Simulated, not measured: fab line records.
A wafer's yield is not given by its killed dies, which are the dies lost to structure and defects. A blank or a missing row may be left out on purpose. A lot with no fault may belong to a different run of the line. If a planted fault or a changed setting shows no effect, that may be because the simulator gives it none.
Split-lot experiment / flow rit cmos / 23 wafers read from 5 lots, route of 202 steps

ON THE SPLIT
At RIT_PRETRO_COAT_01 (resist thk 1300 nm), the setting spin rpm was moved away from the recipe's 2000 rpm on 10 of the 23 wafers read, by -3.1% to +5.5%. The other wafers ran this setting at the recipe's value.

FROM THE SPLIT TO THE READING: what the file shows between them, 3 steps
- RIT_PRETRO_SOFTBAKE_02: time 60 s
- RIT_PRETRO_EXPOSE_03: exposes mask M5, target cd 43700 nm
- RIT_PRETRO_DEVELOP_05: develop time 68 s

THE READING
NOVOLAK_of_PRETRO_COAT_01.thk nm (the simulator's own value, which no gauge read), in nm, at RIT_PRETRO_HARDBAKE_07 (time 120 s). There is no usual value for it anywhere in the file. Average 1136 nm, standard deviation 2 nm, over the 13 wafers here run with the recipe.

wafer=L074.1; tool, chamber at the split=litho track-03, 0; spin rpm as run, rpm=2000; against the recipe=recipe; NOVOLAK_of_PRETRO_COAT_01.thk nm, nm=1138; against lot-mates on the recipe=-
wafer=L074.2; tool, chamber at the split=litho track-03, 0; spin rpm as run, rpm=2060; against the recipe=+3.0%; NOVOLAK_of_PRETRO_COAT_01.thk nm, nm=1116; against lot-mates on the recipe=-20
wafer=L074.4; tool, chamber at the split=litho track-03, 0; spin rpm as run, rpm=2000; against the recipe=recipe; NOVOLAK_of_PRETRO_COAT_01.thk nm, nm=1137; against lot-mates on the recipe=-
wafer=L074.5; tool, chamber at the split=litho track-03, 0; spin rpm as run, rpm=2000; against the recipe=recipe; NOVOLAK_of_PRETRO_COAT_01.thk nm, nm=1134; against lot-mates on the recipe=-
wafer=L074.6; tool, chamber at the split=litho track-03, 0; spin rpm as run, rpm=2060; against the recipe=+3.0%; NOVOLAK_of_PRETRO_COAT_01.thk nm, nm=1117; against lot-mates on the recipe=-19
wafer=L076.1; tool, chamber at the split=litho track-02, 0; spin rpm as run, rpm=1938; against the recipe=-3.1%; NOVOLAK_of_PRETRO_COAT_01.thk nm, nm=1155; against lot-mates on the recipe=+22
wafer=L076.3; tool, chamber at the split=litho track-02, 0; spin rpm as run, rpm=2000; against the recipe=recipe; NOVOLAK_of_PRETRO_COAT_01.thk nm, nm=1135; against lot-mates on the recipe=-
wafer=L076.4; tool, chamber at the split=litho track-02, 0; spin rpm as run, rpm=1938; against the recipe=-3.1%; NOVOLAK_of_PRETRO_COAT_01.thk nm, nm=1153; against lot-mates on the recipe=+20
wafer=L076.5; tool, chamber at the split=litho track-02, 0; spin rpm as run, rpm=1938; against the recipe=-3.1%; NOVOLAK_of_PRETRO_COAT_01.thk nm, nm=1156; against lot-mates on the recipe=+23
wafer=L076.6; tool, chamber at the split=litho track-02, 0; spin rpm as run, rpm=2000; against the recipe=recipe; NOVOLAK_of_PRETRO_COAT_01.thk nm, nm=1131; against lot-mates on the recipe=-
wafer=L077.1; tool, chamber at the split=litho track-03, 0; spin rpm as run, rpm=2000; against the recipe=recipe; NOVOLAK_of_PRETRO_COAT_01.thk nm, nm=1137; against lot-mates on the recipe=-
wafer=L077.2; tool, chamber at the split=litho track-03, 0; spin rpm as run, rpm=2000; against the recipe=recipe; NOVOLAK_of_PRETRO_COAT_01.thk nm, nm=1138; against lot-mates on the recipe=-
wafer=L077.3; tool, chamber at the split=litho track-03, 0; spin rpm as run, rpm=2000; against the recipe=recipe; NOVOLAK_of_PRETRO_COAT_01.thk nm, nm=1136; against lot-mates on the recipe=-
wafer=L077.5; tool, chamber at the split=litho track-03, 0; spin rpm as run, rpm=2057; against the recipe=+2.8%; NOVOLAK_of_PRETRO_COAT_01.thk nm, nm=1122; against lot-mates on the recipe=-15
wafer=L077.6; tool, chamber at the split=litho track-03, 0; spin rpm as run, rpm=2057; against the recipe=+2.8%; NOVOLAK_of_PRETRO_COAT_01.thk nm, nm=1118; against lot-mates on the recipe=-19
wafer=L079.1; tool, chamber at the split=litho track-02, 0; spin rpm as run, rpm=2000; against the recipe=recipe; NOVOLAK_of_PRETRO_COAT_01.thk nm, nm=1135; against lot-mates on the recipe=-
wafer=L079.2; tool, chamber at the split=litho track-02, 0; spin rpm as run, rpm=2000; against the recipe=recipe; NOVOLAK_of_PRETRO_COAT_01.thk nm, nm=1137; against lot-mates on the recipe=-
wafer=L079.4; tool, chamber at the split=litho track-02, 0; spin rpm as run, rpm=2000; against the recipe=recipe; NOVOLAK_of_PRETRO_COAT_01.thk nm, nm=1133; against lot-mates on the recipe=-
wafer=L084.1; tool, chamber at the split=litho track-02, 0; spin rpm as run, rpm=2110; against the recipe=+5.5%; NOVOLAK_of_PRETRO_COAT_01.thk nm, nm=1109; against lot-mates on the recipe=-28
wafer=L084.3; tool, chamber at the split=litho track-02, 0; spin rpm as run, rpm=2110; against the recipe=+5.5%; NOVOLAK_of_PRETRO_COAT_01.thk nm, nm=1109; against lot-mates on the recipe=-28
wafer=L084.2; tool, chamber at the split=litho track-02, 0; spin rpm as run, rpm=2000; against the recipe=recipe; NOVOLAK_of_PRETRO_COAT_01.thk nm, nm=1138; against lot-mates on the recipe=-
wafer=L084.4; tool, chamber at the split=litho track-02, 0; spin rpm as run, rpm=2110; against the recipe=+5.5%; NOVOLAK_of_PRETRO_COAT_01.thk nm, nm=1107; against lot-mates on the recipe=-30
wafer=L084.5; tool, chamber at the split=litho track-02, 0; spin rpm as run, rpm=2000; against the recipe=recipe; NOVOLAK_of_PRETRO_COAT_01.thk nm, nm=1136; against lot-mates on the recipe=-

FIT RESULTS
A straight line over all 23 wafers: NOVOLAK_of_PRETRO_COAT_01.thk nm changes by -5.46 nm for each +1% of spin rpm; r = -0.99; the points scatter about the line by 2.4 nm.
The same after taking each lot's own level away (the mean of its wafers on the recipe; 23 wafers): -5.88 nm for each +1%; r = -0.99; scatter 2.4 nm.
That fit puts the effect of the largest move of spin rpm on the reading at 32 nm.
Measured against the standard deviation above, the lots' own levels, which go from 1133.0 to 1137.0 nm, span 2.0 times it.
Consequently the slope shifts little with the lot-to-lot level, the two slopes agreeing.
Check: with one of the wafers moved furthest among these (+5.5%) left out of the fit, the line predicts -32.5 nm for it against its lot-mates. Against them it came out at -28 nm.

THESE WAFERS: OTHER SPLITS
These wafers also went through other splits before the reading. Each is held against what the fit with the lots' levels taken away leaves over:
other split on the same wafers=RIT_ACTIVE_CVD_03 pressure mtorr; wafers away from the commonest value=18; r with NOVOLAK_of_PRETRO_COAT_01.thk nm (lot level and that fit taken away)=+0.01
other split on the same wafers=RIT_ACTIVE_COAT_06 resist thk nm; wafers away from the commonest value=7; r with NOVOLAK_of_PRETRO_COAT_01.thk nm (lot level and that fit taken away)=+0.40
other split on the same wafers=RIT_PWELL_COAT_01 spin rpm; wafers away from the commonest value=7; r with NOVOLAK_of_PRETRO_COAT_01.thk nm (lot level and that fit taken away)=-0.21
other split on the same wafers=RIT_PWELL_HARDBAKE_07 temp c; wafers away from the commonest value=6; r with NOVOLAK_of_PRETRO_COAT_01.thk nm (lot level and that fit taken away)=-0.33

THE WHOLE CHAIN: every reading that the file lists as answering this split, in the file's order
step=RIT_PRETRO_COAT_01; what it does=resist thk 1300 nm; reading=NOVOLAK_of_PRETRO_COAT_01.thk nm (the simulator's own value, which no gauge read); change (the file's fit)=-6.8 nm for each +1% of the setting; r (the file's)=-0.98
step=RIT_PRETRO_HARDBAKE_07; what it does=time 120 s; reading=NOVOLAK_of_PRETRO_COAT_01.thk nm (the simulator's own value, which no gauge read); change (the file's fit)=-5.84 nm for each +1% of the setting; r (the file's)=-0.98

FILE'S OWN FIT
NOVOLAK_of_PRETRO_COAT_01.thk nm changes by -5.84 nm for each +1% of spin rpm, r = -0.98.
